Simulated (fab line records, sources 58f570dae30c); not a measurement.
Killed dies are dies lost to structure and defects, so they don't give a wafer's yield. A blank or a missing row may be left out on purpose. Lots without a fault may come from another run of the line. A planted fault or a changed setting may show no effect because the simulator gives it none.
Chamber matching | flow berkeley_cmos170 | UCB170_GATE_ETCH_15 on rie_si-01: 4 sister chambers
The step etches poly-Si in HBr/Cl2, stops on SiO2, time 56.3 s, target depth 278.2 nm. 4 wafers are shown with their chamber, then 9 later ones without.

WAFERS WITH THEIR CHAMBER
wafer  | chamber | drypump_motor_current_A (A)
L941.6 | 0       | 6.4
L943.2 | 2       | 6.1
L943.3 | 3       | 6.3
L943.4 | 1       | 4.7

WAFERS WITHOUT THEIR CHAMBER
wafer  | drypump_motor_current_A (A)
L945.1 | 4.7
L945.4 | 6.4
L945.5 | 6.3
L946.2 | 6.1
L946.3 | 6.3
L946.5 | 6.3
L948.1 | 6.4
L948.2 | 6.2
L948.3 | 6.3

WHICH CHAMBER EACH WENT THROUGH
wafer  | from the rows above     | in truth
L945.1 | 1                       | 1
L945.4 | 0                       | 0
L945.5 | 3                       | 3
L946.2 | 2                       | 2
L946.3 | 3                       | 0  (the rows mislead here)
L946.5 | 3                       | 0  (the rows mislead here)
L948.1 | 0                       | 0
L948.2 | can't be placed: 3 or 2 | 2
L948.3 | 3                       | 3
Placed correctly: 6 of 9. Can't be placed from these rows: 1 (the true chamber is among the candidates in 1). Placed wrongly: 2.
How it was worked out, from the rows above alone: a wafer's distance from a chamber is the root of the sum, over the readings, of the square of ((its reading less the chamber's mean) divided by the reading's scatter). The wafer belongs to the nearest chamber; if the next one is less than 2 further off, it can't be placed. A chamber's mean is the mean of its shown wafers. The scatter: with one shown wafer a chamber, the root of the mean of the squares of how far each hidden wafer lies from its nearest shown one.
